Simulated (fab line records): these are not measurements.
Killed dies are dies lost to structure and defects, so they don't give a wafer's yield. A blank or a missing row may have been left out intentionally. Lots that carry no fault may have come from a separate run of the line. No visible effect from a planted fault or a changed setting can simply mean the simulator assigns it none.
Which tool did it?	flow ritCmos	route of 202 steps, sampled at 1 step: 13 lots, 39 wafers

WHAT THE GAUGES READ, wafer by wafer
Not one reading of a measure or inspect step in the record can be checked against a usual standard deviation.

TOOL THAT RAN EACH LOT (tool first, then ch and the chambers of the sampled wafers, then the start)
lot	RIT_ACTIVE_ETCH_13
L323	rieDiel-04 ch 1,2, day 1 14:43
L325	rieDiel-03 ch 0,1, day 2 01:25
L327	rieDiel-03 ch 0,2,3, day 2 11:50
L329	rieDiel-02 ch 1,2,3, day 2 21:25
L330	rieDiel-02 ch 0,1, day 3 01:50
L333	rieDiel-02 ch 1,2, day 3 18:03
L339	rieDiel-03 ch 2,3, day 4 22:44
L340	rieDiel-04 ch 1,2,3, day 5 04:49
L342	rieDiel-04 ch 1,3, day 5 13:50
L343	rieDiel-04 ch 0,3, day 5 18:50
L344	rieDiel-03 ch 1,3, day 5 23:43
L345	rieDiel-03 ch 1,2,3, day 6 04:50
L346	rieDiel-04 ch 0,1,3, day 6 09:43
- RIT_ACTIVE_ETCH_13: etches Si3N4 in SF6, stops on SiO2, time 210 s, target depth 210 nm.

AS READ BY THE TOOLS THEMSELVES (means over the sampled wafers that have a number; for cases with no such wafer, the mark the record gives instead)
RIT_ACTIVE_ETCH_13. Usual: drypumpMotorCurrentA 5.8 A, standard deviation 0.43; oesProductAu 0.823 a.u., standard deviation 0.015; runLengthS 238.4 s, standard deviation 0.43; throttleValvePct 7.53 %, standard deviation 0.082.
lot	tool	drypumpMotorCurrentA (A)	oesProductAu (a.u.)	runLengthS (s)	throttleValvePct (%)	flag
L323	rieDiel-04	6.2	0.840	238.8	7.51	
L325	rieDiel-03	5.6	0.803	238.0	7.56	
L327	rieDiel-03	6.0	0.817	238.3	7.51	
L329	rieDiel-02	5.5	0.838	238.2	7.43	
L330	rieDiel-02	5.9	0.828	238.1	7.41	
L333	rieDiel-02	5.9	0.817	243.4	7.38	OFF
L339	rieDiel-03	5.9	0.808	238.2	7.44	
L340	rieDiel-04	5.9	0.817	238.7	7.54	
L342	rieDiel-04	5.6	0.816	238.6	7.58	
L343	rieDiel-04	5.8	0.835	238.5	7.57	
L344	rieDiel-03	5.8	0.802	238.1	7.44	
L345	rieDiel-03	5.6	0.809	237.9	7.49	
L346	rieDiel-04	5.8	0.817	238.3	7.59	

THE ANSWER, worked out from the rows above alone
Rule: take the mean of a lot's wafers that have a number; if it is more than 3 standard deviations from the usual mean, the lot is off. A lot without any number at a reading at which 4 lots or more have one is off too. All remaining lots with rows at the step are treated as sound. After the gauges, taken in route order, come the tools' own readings; for these a lot's mean is taken, as printed above. At the first step where some lot is off, the reading lying furthest off is the one used; lots without a number count as furthest.
Off, at RIT_ACTIVE_ETCH_13 on runLengthS: L333.
A tool fits if, at that step or a process step before it, it ran every lot that is off, and no sound lot after the first of them. One fits: rieDiel-02 at RIT_ACTIVE_ETCH_13. A fault onset in the window from L330 (day 3 01:50, its last sound lot) to L333 (day 3 18:03, its first lot off) fits.
On the lots that are off, the tool's own readings at RIT_ACTIVE_ETCH_13 differ by more than 5 times the standard deviation of the sound lots' means, which bears it out; runLengthS reads 243.4 s there versus 238.3 s on the sound lots.

WHAT THE SIMULATOR HAD INSERTED
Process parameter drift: rieDiel-02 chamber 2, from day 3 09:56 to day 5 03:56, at RIT_ACTIVE_ETCH_13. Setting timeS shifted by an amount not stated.
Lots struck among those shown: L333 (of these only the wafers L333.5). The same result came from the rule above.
